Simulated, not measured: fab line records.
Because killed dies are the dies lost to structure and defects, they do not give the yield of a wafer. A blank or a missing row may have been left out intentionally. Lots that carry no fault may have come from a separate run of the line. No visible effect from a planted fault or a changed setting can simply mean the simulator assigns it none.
Which tool was responsible? | flow rit cmos | 7 lots with 21 wafers sampled at 3 steps, on a route of 202 steps

## WHAT EACH GAUGE READ, for each wafer
RIT_NLDD_TW_MEAS_10.
lot  | measured    | on            | NLDD_TW
L539 | day 3 03:40 | film metro-02 | 2473 2481 2484
L541 | day 3 11:56 | film metro-01 | 2491 2496 2482
L543 | day 3 23:39 | film metro-02 | 2479 2482 2469
L545 | day 4 13:58 | film metro-01 | 2478 2478 2491
L547 | day 4 23:53 | film metro-02 | 2483 2471 2467
L549 | day 5 15:32 | film metro-02 | 1326 1325 1335
L551 | day 6 10:29 | film metro-04 | 1303 1300 1303

## TOOL THAT RAN EACH LOT (tool first, then ch and the chambers of the sampled wafers, then the start)
lot  | RIT_PRETRO_STRIP_09                 | RIT_NLDD_IMPLANT_08
L539 | plasma asher-04 ch 0,1, day 2 14:37 | implanter-04 ch 0, day 3 03:20
L541 | plasma asher-01 ch 0,1, day 3 00:58 | implanter-01 ch 0, day 3 11:40
L543 | plasma asher-04 ch 0,1, day 3 11:48 | implanter-01 ch 0, day 3 23:22
L545 | plasma asher-04 ch 0,1, day 3 21:00 | implanter-01 ch 0, day 4 13:39
L547 | plasma asher-04 ch 0,1, day 4 10:09 | implanter-04 ch 0, day 4 23:34
L549 | plasma asher-04 ch 0,1, day 4 20:59 | implanter-02 ch 0, day 5 15:13
L551 | plasma asher-03 ch 0,1, day 5 11:12 | implanter-01 ch 0, day 6 10:12
- RIT_PRETRO_STRIP_09: strips in O2, time 180 s.
- RIT_NLDD_IMPLANT_08

## THE ANSWER, worked out from the rows above alone
Rule: the usual values come from the lots themselves. Put in order of their means at a reading, lots are off if they are a third of the lots or fewer, leave a main group of 4 or more, and stand apart from it by a gap of 3 or more times the standard deviation of the main group's means; of several such gaps the widest counts. If all means in a main group match to the digits the tables above print for the reading, that group is not used. A lot without any number at a reading at which 4 lots or more have one is off too. All remaining lots with rows at the step are treated as sound.
Off: L549, L551, at RIT_NLDD_TW_MEAS_10 (NLDD_TW). The main group: mean 2480, standard deviation 5.5.
A tool fits if, at a process step before that reading, it ran every lot that is off, and no sound lot after the first of them. The gauges at RIT_NLDD_TW_MEAS_10 are tried like those tools. None of those tried fits.

## WHAT WAS PUT IN BY THE SIMULATOR
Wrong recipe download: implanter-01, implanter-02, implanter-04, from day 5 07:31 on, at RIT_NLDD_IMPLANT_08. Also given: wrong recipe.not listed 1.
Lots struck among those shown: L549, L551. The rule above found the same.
